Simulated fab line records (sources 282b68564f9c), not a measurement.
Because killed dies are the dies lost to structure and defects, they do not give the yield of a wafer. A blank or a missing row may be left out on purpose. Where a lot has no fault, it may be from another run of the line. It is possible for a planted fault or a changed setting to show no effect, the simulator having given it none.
fab line records	flow rit-cmos
record lots=6	wafers=16	last-day=6
route steps=202 shown M1@186
lots that met no fault: from a run of the same line without faults
start-h: the number of hours between the record's first day and the start of the first shown wafer of the lot	wait-h: hours from the lot's prior step to this one	" as in the row above	L1.1+2: one row covering several wafers at once	- no value, or no start given	* or withheld: withheld	< > ~ a bound
route shown NAME@n: a module of which the file shows steps, and the number in the route of the first	usual: average and standard deviation across the fault-free wafers	same: alike in all rows	chamber/n: place in a boat	sites: the reading at each site	_std_site: the standard deviation of these	_edge_site: mean of outer sites minus mean of inner sites	radius-mm: for every site, how far away it sits from the centre of the wafer	mask NAME#n: copy n	behind: tool/chamber where the wafer was last shaped	hold: what put the lot on hold/how long, in hours/how the hold closed	device: transistor that didn't switch, given as n, p or np	end of line: tests run on the same wafers once the route is complete	a step given without rows: its recipe and nothing more	killed: count of dies lost to structure and defects at first sort (not the wafer's yield)	map: the dies of a wafer, with x for killed, . for not killed, _ for no die there
set.NAME: the run value of the setting; set.NAME@STEP: its run value at that earlier step	model.NAME: the simulator's own value behind a step, which no gauge read
lots seen at some steps along the route; tables by step, rows by wafer
services: from which hour (start-h, from the record's first day; less than 0 if before it) a tool's chamber was out of use, for how many hours, and why
## steps
# step RIT_M1_THK_MEAS_02
# recipe thk-meas-gauge=xrf	reads=Al_of_M1_SPUTTER_00
# usual M1_AL_THK=403/4.5
lot.wafer	tool	chamber	start-h	wait-h	M1_AL_THK[nm]
L767.2	film-metro-03	-	95.61	0.1	400
L767.3	"	-	"	"	405
L767.5	"	-	"	"	405
L769.3	film-metro-03	-	119.74	0.1	406
L769.6	"	-	"	"	402
L771.1	film-metro-02	-	121.88	0.1	406
L771.5	"	-	"	"	408
L773.1	film-metro-02	-	124.66	0.1	398
L773.4	"	-	"	"	395
L773.6	"	-	"	"	405
L775.2	film-metro-02	-	133.96	0.1	407
L775.3	"	-	"	"	408
L775.6	"	-	"	"	410
L778.2	film-metro-03	-	149.08	0.1	411
L778.3	"	-	"	"	417
L778.4	"	-	"	"	410
# step RIT_M1_HMDS_03
# recipe prime-time-s=60	prime-temp-c=140
# step RIT_M1_COAT_04
# recipe resist=NOVOLAK	spin-rpm=2000	resist-thk-nm=1300
# step RIT_M1_SOFTBAKE_05
# recipe resist=NOVOLAK	temp-c=90	time-s=60
# step RIT_M1_EXPOSE_06
# recipe mask-id=M12	na=0.6	source-shape=conventional	sigma-outer=0.5	target-cd-nm=2600	dose-mj=250
# step RIT_M1_PEB_07
# recipe resist=NOVOLAK	temp-c=withheld	time-s=withheld
# step RIT_M1_DEVELOP_08
# recipe resist=NOVOLAK	develop-time-s=68	dev-temp-c=23
# step RIT_M1_CD_MEAS_09
# recipe target-cd-nm=2600
# usual cd-nm=2600.0/2.5
lot.wafer	tool	chamber	start-h	wait-h	cd-nm
L767.2	cd-sem-01	-	96.69	-	2604.4
L767.3	"	-	"	"	2604.5
L767.5	"	-	"	"	2604.8
L769.3	cd-sem-02	-	120.70	-	2601.9
L769.6	"	-	"	"	2599.3
L771.1	cd-sem-02	-	123.22	-	2599.3
L771.5	"	-	"	"	2597.1
L773.1	cd-sem-02	-	125.60	-	2602.2
L773.4	"	-	"	"	2602.9
L773.6	"	-	"	"	2603.3
L775.2	cd-sem-02	-	135.03	-	2601.0
L775.3	"	-	"	"	2601.4
L775.6	"	-	"	"	2601.3
L778.2	cd-sem-02	-	150.03	-	2599.6
L778.3	"	-	"	"	2600.1
L778.4	"	-	"	"	2599.9
# step RIT_M1_OVL_MEAS_10
# usual M1_OVL=-0.6/1.2
lot.wafer	tool	chamber	start-h	wait-h	M1_OVL[nm]
L767.2	overlay-02	-	96.79	0.1	0.3
L767.3	"	-	"	"	-0.7
L767.5	"	-	"	"	1.0
L769.3	overlay-01	-	120.79	0.1	-1.2
L769.6	"	-	"	"	-1.7
L771.1	overlay-02	-	123.34	0.1	-2.0
L771.5	"	-	"	"	-2.3
L773.1	overlay-02	-	125.72	0.1	-0.6
L773.4	"	-	"	"	0.7
L773.6	"	-	"	"	-0.2
L775.2	overlay-02	-	135.14	0.1	0.8
L775.3	"	-	"	"	-0.8
L775.6	"	-	"	"	-0.2
L778.2	overlay-02	-	150.13	0.1	0.2
L778.3	"	-	"	"	-0.1
L778.4	"	-	"	"	-0.8
# step RIT_M1_HARDBAKE_11
# recipe resist=NOVOLAK	temp-c=140	time-s=120
# step RIT_M1_METAL_ETCH_12
# recipe stop-on=SiO2	chemistry=Cl2/BCl3	target=Al	time-s=171.1	over-etch-frac=0.5	pressure-mtorr=100	target-depth-a=6000	rf-w=250	Cl2_flow_sccm=60	bcl3-flow-sccm=50
# usual bcl3-flow-sccm=50.01/0.15	drypump-motor-current-A=5.7/0.55	oes-product-au=0.767/0.01	throttle-valve-pct=8.22/0.15
lot.wafer	tool	chamber	start-h	wait-h	bcl3-flow-sccm	drypump-motor-current-A	oes-product-au	rf-hours-counter-h	throttle-valve-pct
L767.2	rie-metal-02	0	97.07	0.2	50.01	5.3	0.791	37	8.26
L767.3	"	0	"	"	49.88	5.2	0.785	-	8.26
L767.5	"	0	"	"	49.94	5.2	0.784	-	8.26
L769.3	rie-metal-04	0	121.12	0.2	50.18	5.6	0.759	-	8.13
L769.6	"	0	"	"	50.04	5.6	0.761	-	8.12
L771.1	rie-metal-04	1	123.63	0.2	50.22	5.0	0.779	5	8.10
L771.5	"	0	"	"	49.72	5.7	0.764	-	8.12
L773.1	rie-metal-02	0	126.01	0.2	49.97	5.2	0.781	38	8.26
L773.4	"	1	"	"	50.13	5.9	0.749	-	8.41
L773.6	"	1	"	"	50.14	5.9	0.751	-	8.42
L775.2	rie-metal-04	0	135.42	0.2	49.78	5.6	0.768	4	8.11
L775.3	"	1	"	"	49.80	5.0	0.773	-	8.08
L775.6	"	1	"	"	50.04	5.1	0.783	-	8.07
L778.2	rie-metal-03	0	150.41	0.2	49.91	5.7	0.770	2	8.08
L778.3	"	1	"	"	50.01	6.8	0.779	-	8.43
L778.4	"	0	"	"	50.11	5.6	0.764	-	8.06
# step RIT_M1_STRIP_13
# recipe chemistry=nmp	resist=NOVOLAK	temp-c=80	time-s=600	dry=n2-spin
# step RIT_M1_STRIP_14
# recipe chemistry=O2	time-s=180	platen-temp-c=withheld	power-w=500	pressure-mtorr=4000	o2-flow-sccm=4000
# usual drypump-motor-current-A=5.8/0.48	run-length-s=208.6/0.53
lot.wafer	tool	chamber	start-h	wait-h	drypump-motor-current-A	rf-hours-counter-h	run-length-s
L767.2	plasma-asher-02	0	97.41	0.0	6.2	47	208.8
L767.3	"	1	"	"	5.5	-	207.7
L767.5	"	0	"	"	6.3	-	208.8
L769.3	plasma-asher-02	1	121.46	0.1	5.5	-	213.3
L769.6	"	1	"	"	5.5	-	213.6
L771.1	plasma-asher-02	1	123.97	0.0	5.5	50	213.6
L771.5	"	1	"	"	5.5	-	213.3
L773.1	plasma-asher-03	1	126.35	0.0	5.8	32	209.2
L773.4	"	1	"	"	5.8	-	208.9
L773.6	"	0	"	"	6.3	-	208.9
L775.2	plasma-asher-03	1	135.77	0.0	5.8	33	209.1
L775.3	"	1	"	"	5.9	-	208.9
L775.6	"	1	"	"	5.8	-	209.6
L778.2	plasma-asher-03	1	150.75	0.0	5.8	35	209.5
L778.3	"	0	"	"	6.3	-	208.6
L778.4	"	1	"	"	5.8	-	208.9
# step RIT_M1_CD_MEAS_90
# recipe target-cd-nm=2600
# usual cd-nm=2599/3.3
lot.wafer	tool	chamber	start-h	wait-h	cd-nm
L767.2	cd-sem-02	-	97.61	0.1	2605
L767.3	"	-	"	"	2605
L767.5	"	-	"	"	2608
L769.3	cd-sem-02	-	121.62	0.1	2599
L769.6	"	-	"	"	2596
L771.1	cd-sem-02	-	124.14	0.1	2599
L771.5	"	-	"	"	2596
L773.1	cd-sem-02	-	126.52	0.1	2602
L773.4	"	-	"	"	2603
L773.6	"	-	"	"	2603
L775.2	cd-sem-02	-	135.97	0.1	2597
L775.3	"	-	"	"	2601
L775.6	"	-	"	"	2600
L778.2	cd-sem-02	-	150.95	0.1	2599
L778.3	"	-	"	"	2601
L778.4	"	-	"	"	2600
# step RIT_M1_PROBE_99
# usual killed-at-front-end=7/3.4	killed-dies=7/3.4	killed-open=3.4/2	killed-short=3.6/2.1
# same gross-dies=264	killed_at_M0_to_M3=0	killed_at_M4_up=0	killed-at-back-side=0	killed-at-contacts=0	killed-at-other=0
lot.wafer	tool	chamber	start-h	wait-h	killed-at-front-end	killed-dies	killed-open	killed-short
L767.2	prober-01	-	99.38	0.1	16	16	8	8
L767.3	prober-01	-	99.43	0.2	9	9	5	4
L767.5	prober-01	-	99.53	0.2	10	10	4	6
L769.3	prober-01	-	123.42	0.2	5	5	2	3
L769.6	prober-01	-	123.57	0.2	4	4	2	2
L771.1	prober-01	-	125.88	0.1	12	12	4	8
L771.5	prober-01	-	126.08	0.2	10	10	7	3
L773.1	prober-02	-	128.26	0.1	11	11	4	7
L773.4	prober-02	-	128.41	0.2	10	10	3	7
L773.6	prober-02	-	128.51	0.2	6	6	1	5
L775.2	prober-02	-	137.74	0.1	6	6	2	4
L775.3	prober-02	-	137.79	0.2	4	4	3	1
L775.6	prober-02	-	137.94	0.2	13	13	6	7
L778.2	prober-02	-	152.79	0.1	2	2	1	1
L778.3	prober-02	-	152.84	0.2	10	10	6	4
L778.4	prober-02	-	152.89	0.2	5	5	3	2
# killed by level:class
L767.2 GATE:geometric-particle:short=4 GATE:geometric-particle:open=3 FOX1:geometric-particle:open=2 REOX:geometric-particle:short=2 SILICIDE:geometric-particle:open=2 FOX1:geometric-particle:short=1 FOX2:geometric-particle:short=1 REOX:geometric-particle:open=1
L767.3 GATE:geometric-particle:open=3 GATE:geometric-particle:short=2 REOX:geometric-particle:short=2 REOX:geometric-particle:open=1 SPACER:geometric-particle:open=1
L767.5 GATE:geometric-particle:short=3 GATE:geometric-particle:open=2 SILICIDE:geometric-particle:short=2 FOX1:geometric-particle:open=1 REOX:geometric-particle:open=1 SPACER:geometric-particle:short=1
L769.3 FOX1:geometric-particle:short=1 GATE:geometric-particle:short=1 GATE:geometric-particle:open=1 SPACER:geometric-particle:open=1 SILICIDE:geometric-particle:short=1
L769.6 GATE:geometric-particle:open=1 GATE:geometric-particle:short=1 SILICIDE:geometric-particle:open=1 SILICIDE:geometric-particle:short=1
L771.1 SPACER:geometric-particle:short=4 GATE:geometric-particle:short=2 GATE:geometric-particle:open=2 SILICIDE:geometric-particle:short=2 FOX1:geometric-particle:open=1 STARTING-WAFER:geometric-particle:open=1
L771.5 GATE:geometric-particle:open=4 FOX1:geometric-particle:short=2 FOX1:geometric-particle:open=1 FOX2:geometric-particle:open=1 SILICIDE:geometric-particle:short=1 SILICIDE:geometric-particle:open=1
L773.1 GATE:geometric-particle:short=5 GATE:geometric-particle:open=2 FOX1:geometric-particle:short=1 FOX2:geometric-particle:open=1 FOX2:geometric-particle:short=1 SPACER:geometric-particle:open=1
L773.4 GATE:geometric-particle:short=3 FOX1:geometric-particle:short=2 GATE:geometric-particle:open=1 REOX:geometric-particle:open=1 SPACER:geometric-particle:open=1 SPACER:geometric-particle:short=1 SILICIDE:geometric-particle:short=1
L773.6 GATE:geometric-particle:short=2 FOX1:geometric-particle:short=1 FOX2:geometric-particle:short=1 SPACER:geometric-particle:open=1 SILICIDE:geometric-particle:short=1
L775.2 GATE:geometric-particle:short=2 SPACER:geometric-particle:short=2 FOX2:geometric-particle:open=1 GATE:geometric-particle:open=1
L775.3 FOX1:geometric-particle:open=1 GATE:geometric-particle:open=1 REOX:geometric-particle:open=1 SILICIDE:geometric-particle:short=1
L775.6 FOX1:geometric-particle:short=4 GATE:geometric-particle:open=3 GATE:geometric-particle:short=2 FOX1:geometric-particle:open=1 REOX:geometric-particle:open=1 SPACER:geometric-particle:short=1 SPACER:geometric-particle:open=1
L778.2 GATE:geometric-particle:open=1 GATE:geometric-particle:short=1
L778.3 GATE:geometric-particle:open=3 FOX1:geometric-particle:open=2 FOX1:geometric-particle:short=1 FOX2:geometric-particle:short=1 GATE:geometric-particle:short=1 SPACER:geometric-particle:short=1 SILICIDE:geometric-particle:open=1
L778.4 FOX1:geometric-particle:short=1 FOX2:geometric-particle:open=1 GATE:geometric-particle:short=1 GATE:geometric-particle:open=1 SPACER:geometric-particle:open=1
## services
tool	chamber	start-h	hours	kind
plasma-asher-03	-	101.48	7.2	repair
rie-metal-02	-	136.12	20.0	pm
rie-metal-02	0	136.12	20.0	vent-cycle
rie-metal-02	1	136.12	20.0	vent-cycle
## key
first-sign step=RIT_M1_STRIP_14	reading=run-length-s	direction=up	sigmas=9.2	usual=*	struck=*
effect none on later readings
met-at RIT_M1_STRIP_14
struck-wafers L769.3,L769.6,L771.1,L771.5
tester-left-out L769,L771
onset-between 97.41 121.46
earlier-fault kind=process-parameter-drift	tool=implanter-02	chamber=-	onset-h=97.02	steps=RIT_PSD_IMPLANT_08	channel=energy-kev	offset=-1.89	shape=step	end-h=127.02	acts-in=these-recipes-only	stated=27
fault kind=process-parameter-drift	tool=plasma-asher-02	chamber=1	onset-h=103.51	steps=RIT_M1_STRIP_14	channel=time-s	offset=*	shape=step	acts-in=*	stated=*
# tester-left-out: of these lots the tester's yield and bins aren't shown, on N5 and GAA mostly nor the transistor test; their killed dies are dies lost to structure and defects alone, not to doping, threshold or leakage, so they don't give the yield
